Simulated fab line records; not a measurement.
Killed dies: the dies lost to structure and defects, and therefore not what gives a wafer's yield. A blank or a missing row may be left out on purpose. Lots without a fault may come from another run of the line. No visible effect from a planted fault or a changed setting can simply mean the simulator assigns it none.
A struck lot beside a sound one :: flow ritCmos :: 14 out of 202 route steps
Sound: these wafers, L879.3, L879.4, L879.6. Struck: wafers L892.1, L892.5, L892.6. The cause comes at the end.
Order at every step that has rows: each side's tool, ch and its chambers, its first start. Under that, the readings that differ: sound wafers :: struck wafers :: difference of the means :: sigmas: that difference in standard deviations of wafers without a fault.
alike: a reading whose means differ by less than 2 such deviations, as well as words and numbers matching on both sides. not compared: withheld readings; readings where some wafer has no value; bounds like >300 that might hide an equal value; numbers whose values overlap and for which the record gives no deviation.
A row with sigmas, a row that says differs or no value, or rows on one side alone: a step with any of these is where the two part. Non-overlapping numbers with no deviation appear without sigmas and do not part them. A reading missing from all wafers of one side parts the sides only when that side holds two or more wafers.

RIT_PLDD_TW_MEAS_10:
  sound on filmMetro-04, day 3 16:55; struck on filmMetro-04, day 6 13:33
  alike: PLDD_TW
then, 4 steps without rows for these wafers: RIT_SPACER_CLEAN_00 (cleans in SC1, time 600 s); RIT_SPACER_CLEAN_01 (cleans in dHF, time 30 s); RIT_SPACER_CLEAN_02 (cleans in SC2, time 600 s); RIT_SPACER_CVD_03 (deposits Si3N4 from SiH2Cl2/NH3, target thk 250 nm, time 3300 s).
RIT_SPACER_THK_MEAS_04:
  sound on filmMetro-03, day 3 19:16; struck on filmMetro-02, day 6 15:53
  alike: SPACER_NITRIDE_THK
RIT_SPACER_ETCHBACK_05: etches Si3N4 in SF6/CHF3, stops on SiO2, target depth 250 nm, time 240 s.
  sound on rieDiel-04 ch 0,2, day 3 19:18; struck on rieDiel-01 ch 0,1,2, day 6 15:57
  alike: drypumpMotorCurrentA, oesProductAu, rfFwdPowerW, throttleValvePct
  not compared: rfHoursCounterH
then, 5 steps without rows for these wafers: RIT_NSD_HMDS_00 (prime time 60 s); RIT_NSD_COAT_01 (resist thk 1000 nm); RIT_NSD_SOFTBAKE_02 (time 60 s); RIT_NSD_EXPOSE_03 (exposes mask M9, target cd 40700 nm); RIT_NSD_PEB_04.
RIT_NSD_DEVELOP_05: develop time 50 s.
  sound on lithoTrack-04 ch 0, day 3 20:00; struck on lithoTrack-04, day 6 16:00
  no value came back on the struck wafers for chillPlateTempC (C), developTimeS (s); on the sound wafers chillPlateTempC (C) reads 22.94 23.05 23.17
RIT_NSD_OVL_MEAS_06:
  sound on overlay-02, day 3 20:19; struck on overlay-02, day 6 17:05
reading: NSD_OVL (nm)
sound: 0.2 0.4 0.2
struck: - - -
difference: no value on the struck wafers
sigmas: 

== WHERE THEY PART ==
Earliest at RIT_NSD_DEVELOP_05; latest, in this record, at RIT_NSD_OVL_MEAS_06.

WHY: what the simulator had put in
Entire step skipped (lithoTrack-04, RIT_NSD_DEVELOP_05), from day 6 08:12 onward. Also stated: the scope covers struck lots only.
